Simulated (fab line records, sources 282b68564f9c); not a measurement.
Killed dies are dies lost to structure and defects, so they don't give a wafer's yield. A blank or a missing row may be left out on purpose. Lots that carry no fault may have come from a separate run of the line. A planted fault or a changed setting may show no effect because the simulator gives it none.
Lot-split experiment ; flow rit-cmos ; 23 wafers read across 5 lots, on a route 202 steps long

== THE SPLIT ==
At RIT_REOX_OXIDATION_03 (target thk 25.2 nm, ox time 5580 s), the setting temp-c was moved away from the recipe's 900 C on 20 of the 23 wafers read, by -2.0% to +2.1%. For the rest of the wafers, this setting stayed at what the recipe calls for.

No step appears in the file between the split and the reading.

== THE READING ==
REOX_OXIDE_THK, in nm, at RIT_REOX_THK_MEAS_04. Typical for fault-free wafers on this fab line: 25.3 nm, with standard deviation 0.46 nm.

wafer;tool, chamber at the split;temp-c as run, C;against the recipe;REOX_OXIDE_THK, nm;against lot-mates on the recipe
L076.2;-, -;884;-1.8%;20.9;no lot-mate on the recipe
L076.3;-, -;884;-1.8%;21.4;no lot-mate on the recipe
L076.4;-, -;884;-1.8%;21.3;no lot-mate on the recipe
L076.5;-, -;884;-1.8%;20.9;no lot-mate on the recipe
L076.6;-, -;884;-1.8%;21.3;no lot-mate on the recipe
L077.2;furnace-02, 0;900;recipe;25.7;-
L077.4;furnace-02, 0;900;recipe;25.7;-
L077.6;furnace-02, 0;900;recipe;25.7;-
L080.1;-, -;919.2;+2.1%;30.5;no lot-mate on the recipe
L080.2;-, -;919.2;+2.1%;30.1;no lot-mate on the recipe
L080.3;-, -;919.2;+2.1%;29.9;no lot-mate on the recipe
L080.4;-, -;919.2;+2.1%;29.8;no lot-mate on the recipe
L080.5;-, -;919.2;+2.1%;30.4;no lot-mate on the recipe
L081.1;-, -;881.7;-2.0%;21.4;no lot-mate on the recipe
L081.3;-, -;881.7;-2.0%;21.6;no lot-mate on the recipe
L081.4;-, -;881.7;-2.0%;21.6;no lot-mate on the recipe
L081.5;-, -;881.7;-2.0%;21.6;no lot-mate on the recipe
L081.6;-, -;881.7;-2.0%;21.3;no lot-mate on the recipe
L083.1;-, -;884.7;-1.7%;21.4;no lot-mate on the recipe
L083.2;-, -;884.7;-1.7%;21.4;no lot-mate on the recipe
L083.3;-, -;884.7;-1.7%;21.3;no lot-mate on the recipe
L083.5;-, -;884.7;-1.7%;21.2;no lot-mate on the recipe
L083.6;-, -;884.7;-1.7%;20.9;no lot-mate on the recipe

THE FIT
A straight line over all 23 wafers: REOX_OXIDE_THK changes by +2.22 nm for each +1% of temp-c; r = +0.99; the points scatter about the line by 0.45 nm.
Too few moved wafers with a lot-mate on the recipe to fit a line net of each lot's own level.

== THE WHOLE CHAIN: every reading that the file lists as answering this split, in the file's order ==
step;what it does;reading;change (the file's fit);r (the file's)
RIT_REOX_OXIDATION_03;target thk 25.2 nm, ox time 5580 s;SiO2_of_REOX_OXIDATION_03.thk-nm (the simulator's own value, which no gauge read);+2.23 nm for each +1% of the setting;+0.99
RIT_REOX_THK_MEAS_04;;REOX_OXIDE_THK;+2.22 for each +1% of the setting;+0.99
RIT_SPACER_CLEAN_00;cleans in SC1, time 600 s;SiO2_of_REOX_OXIDATION_03.thk-nm (the simulator's own value, which no gauge read);+2.05 nm for each +1% of the setting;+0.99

== THE FILE'S OWN FIT ==
REOX_OXIDE_THK changes by +2.22 nm for each +1% of temp-c, r = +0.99.
